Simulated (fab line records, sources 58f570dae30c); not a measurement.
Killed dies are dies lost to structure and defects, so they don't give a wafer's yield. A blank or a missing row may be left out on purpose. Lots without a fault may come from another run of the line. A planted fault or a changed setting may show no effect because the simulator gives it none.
One fault seen from 2 desks | flow berkeley_cmos170 | each desk has only its own numbers; what lay behind them comes last

THE TOOL OWNER'S DESK: implanter-01
The tool's own readings at UCB170_PWELL_IMPLANT_15: means of the sampled wafers that have a number, for each lot that ran on this tool. A lot is out of limits, marked OUT, if its mean lies more than 4 standard deviations from the usual mean; the brackets give that distance.
Columns: A = beam_energy_keV at UCB170_PWELL_IMPLANT_15, usual 60.000; B = dose_ions_cm2 at UCB170_PWELL_IMPLANT_15, usual 5e+12
lot  | first seen here | A                | B
L169 | day 5 15:02     | 59.994           | 5e+12
L172 | day 6 11:40     | 61.557 (+74) OUT | 5e+12
L173 | day 6 16:44     | 61.599 (+76) OUT | 5e+12
L176 | day 7 10:15     | 61.570 (+75) OUT | 5e+12
This desk's finding: out of limits on L172, L173, L176; first on L172, day 6 11:40 (beam_energy_keV at UCB170_PWELL_IMPLANT_15). In limits: L169.

THE METROLOGY DESK
What the gauges read, lot by lot, whatever tool the lot ran on: means of the sampled wafers that have a number. A lot is out of limits, marked OUT, if its mean lies more than 4 standard deviations from the usual mean; the brackets give that distance.
Columns: A = PWELL_OXIDE_THK at UCB170_PWELL_THK_MEAS_03, usual 26.2 nm; B = PWELL_NITRIDE_THK at UCB170_PWELL_THK_MEAS_06, usual 219.3 nm; C = PWELL_OVL at UCB170_PWELL_OVL_MEAS_13, usual 1 nm
lot  | first seen here | A    | B     | C
L162 | day 3 14:00     | 24.5 | 218.0 | 4
L169 | day 5 07:13     | 25.9 | 218.1 | 2
L172 | day 6 02:56     | 26.5 | 220.0 | -7
L173 | day 6 07:07     | 26.1 | 218.6 | 3
L176 | day 6 21:21     | 27.1 | 218.1 | 11
L177 | day 6 21:22     | 26.4 | 218.9 | 5
L180 | day 7 11:34     | 26.4 | 219.4 | 1
This desk's finding: nothing out of limits on any of the 7 lots.

PUT TOGETHER
The tool owner's desk could have raised an alarm at day 6 11:40, on L172, L173, L176.
The metrology desk saw nothing out of limits.
The metrology desk has L172, L173, L176 on record, within its limits.
Of the lots named, all ran UCB170_PWELL_IMPLANT_15 on implanter-01.

WHAT THE SIMULATOR HAD PUT IN
Process parameter drift: implanter-01, from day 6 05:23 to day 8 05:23, at UCB170_PWELL_IMPLANT_15. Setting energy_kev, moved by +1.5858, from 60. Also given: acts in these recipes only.
Lots struck among those shown: L172, L173, L176.
Hours from the fault's start to each desk's first reading out of limits: the tool owner's desk, 6.
